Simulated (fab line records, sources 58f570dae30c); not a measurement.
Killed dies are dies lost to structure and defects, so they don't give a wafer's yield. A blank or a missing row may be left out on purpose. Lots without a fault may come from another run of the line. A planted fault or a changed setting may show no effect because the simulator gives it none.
Which tool did it? | flow berkeley_cmos170 | 7 lots, 21 wafers sampled, at 2 steps of a route of 331

WHAT THE GAUGES READ, wafer by wafer
UCB170_SILICIDE_RS_MEAS_02: measures by four-point-probe.
lot  | measured     | on            | SILICIDE_TI_RS (ohm/sq)
L762 | day 7 02:38  | film_metro-04 | 26.1 25.9 25.8
L766 | day 7 15:00  | film_metro-02 | 26.2 26.4 25.9
L768 | day 8 00:24  | film_metro-02 | 26.0 25.9 26.2
L772 | day 8 23:56  | film_metro-01 | 25.7 25.8 25.9
L778 | day 10 10:54 | film_metro-01 | 26.3 25.6 25.8
L779 | day 10 17:29 | film_metro-01 | 26.4 26.7 26.2
L784 | day 11 05:43 | film_metro-02 | 26.0 26.2 25.7

WHICH TOOL RAN EACH LOT (tool, then ch and the chambers of the sampled wafers, then the start)
lot  | UCB170_SILICIDE_SPUTTER_01
L762 | pvd_sputter-03, day 7 02:35
L766 | pvd_sputter-01, day 7 14:57
L768 | pvd_sputter-03, day 8 00:21
L772 | pvd_sputter-03, day 8 23:53
L778 | pvd_sputter-02, day 10 10:52
L779 | pvd_sputter-02, day 10 17:24
L784 | pvd_sputter-01, day 11 05:41
- UCB170_SILICIDE_SPUTTER_01: material Ti, target thk 30 nm, time 25 s.

THE ANSWER, worked out from the rows above alone
Rule: what is usual is taken from the lots themselves. Put in order of their means at a reading, lots are off if they are a third of the lots or fewer, leave a main group of 4 or more, and stand apart from it by a gap of 3 or more times the standard deviation of the main group's means; of several such gaps the widest counts. A main group whose means are all the same, to the digits that the tables above print for the reading, isn't used. A lot without any number at a reading at which 4 lots or more have one is off too. The other lots that the step has rows for count as sound.
No lot is off at any reading shown: from this, nothing can be told.

WHAT THE SIMULATOR HAD PUT IN
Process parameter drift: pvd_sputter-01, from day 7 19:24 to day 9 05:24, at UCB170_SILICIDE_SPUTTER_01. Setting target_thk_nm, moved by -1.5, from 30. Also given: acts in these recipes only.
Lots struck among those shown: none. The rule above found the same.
